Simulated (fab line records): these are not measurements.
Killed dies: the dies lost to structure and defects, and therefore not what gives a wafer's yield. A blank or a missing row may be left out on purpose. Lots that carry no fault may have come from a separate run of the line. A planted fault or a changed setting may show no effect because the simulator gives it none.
One fault through the eyes of 2 desks -- flow berkeley cmos170 -- only its own numbers are on each desk; what lay behind them is given at the end

AT THE METROLOGY DESK
What the gauges read, lot by lot, whatever tool the lot ran on: means of the sampled wafers that have a number. If a lot's mean is further than 4 standard deviations from the usual mean, the lot is out of limits and carries the mark OUT (the distance appears in the brackets).
Columns: A = cd nm at UCB170_PSD_CD_MEAS_06, usual 1200.0 nm; B = PSD_TW at UCB170_PSD_TW_MEAS_10, usual 2325; C = SILICIDE_TI_RS at UCB170_SILICIDE_RS_MEAS_02, usual 26.1 ohm/sq; D = SILICIDE_TI_THK at UCB170_SILICIDE_THK_MEAS_03, usual 30.0 nm
lot,first seen here,A,B,C,D
L700,day 8 11:44,1197.5,2327,26.9,29.5
L699,day 8 11:47,1197.6,2318,25.5,30.7
L698,day 8 16:11,1200.0,2323,26.5,29.8
L701,day 8 16:26,1200.9,2319,26.1,30.1
L705,day 9 03:53,1201.4,2320,21.4 (-12) OUT,35.7 (+15) OUT
L709,day 9 11:29,1202.1,2322,21.0 (-13) OUT,36.3 (+16) OUT
L710,day 10 01:53,1201.7,2328,26.2,29.9
L707,day 10 02:02,1199.3,2333,26.1,30.0
L715,day 11 10:16,1198.4,2330,26.1,30.0
L718,day 11 10:23,1197.7,2327,26.2,30.2
L716,day 11 10:32,1199.9,2312,26.2,30.0
L717,day 11 10:37,1202.3,2343,26.6,29.6
L720,day 12 12:05,1198.0,2323,26.2,30.0
L719,day 12 12:19,1199.4,2326,26.1,30.0
This desk's finding: out of limits on L705, L709; first on L705, day 9 10:46 (SILICIDE_TI_RS at UCB170_SILICIDE_RS_MEAS_02). Within limits: L700, L699, L698, L701, L710, L707, L715, L718, L716, L717, L720, L719.

FOR THE TOOL OWNER'S DESK: pvd sputter-02
The tool's own readings at UCB170_SILICIDE_SPUTTER_01 (material Ti, target thk 30 nm, time 25 s): means of the sampled wafers that have a number, for each lot that ran on this tool. If a lot's mean is further than 4 standard deviations from the usual mean, the lot is out of limits and carries the mark OUT (the distance appears in the brackets).
Columns: A = chamber pressure pa at UCB170_SILICIDE_SPUTTER_01, usual 0.5000 Pa; B = throttle valve pct at UCB170_SILICIDE_SPUTTER_01, usual 30.2 %
lot,first seen here,A,B
L705,day 9 10:44,0.5003,30.5
L709,day 9 17:23,0.5013,30.6
This desk found nothing out of limits on any of the 2 lots.

BROUGHT TOGETHER
Metrology desk: alarm possible at day 9 10:46 on L705, L709.
Nothing out of limits was seen by the tool owner's desk.
The tool owner's desk has L705, L709 on record, within its limits.
On pvd sputter-02, each named lot ran UCB170_SILICIDE_SPUTTER_01.

WHAT THE SIMULATOR PUT IN
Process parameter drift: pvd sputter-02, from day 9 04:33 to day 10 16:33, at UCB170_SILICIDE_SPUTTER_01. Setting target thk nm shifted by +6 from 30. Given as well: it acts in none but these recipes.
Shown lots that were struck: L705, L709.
Per desk, hours elapsed from the start of the fault to the first reading out of limits: for the metrology desk, 6.
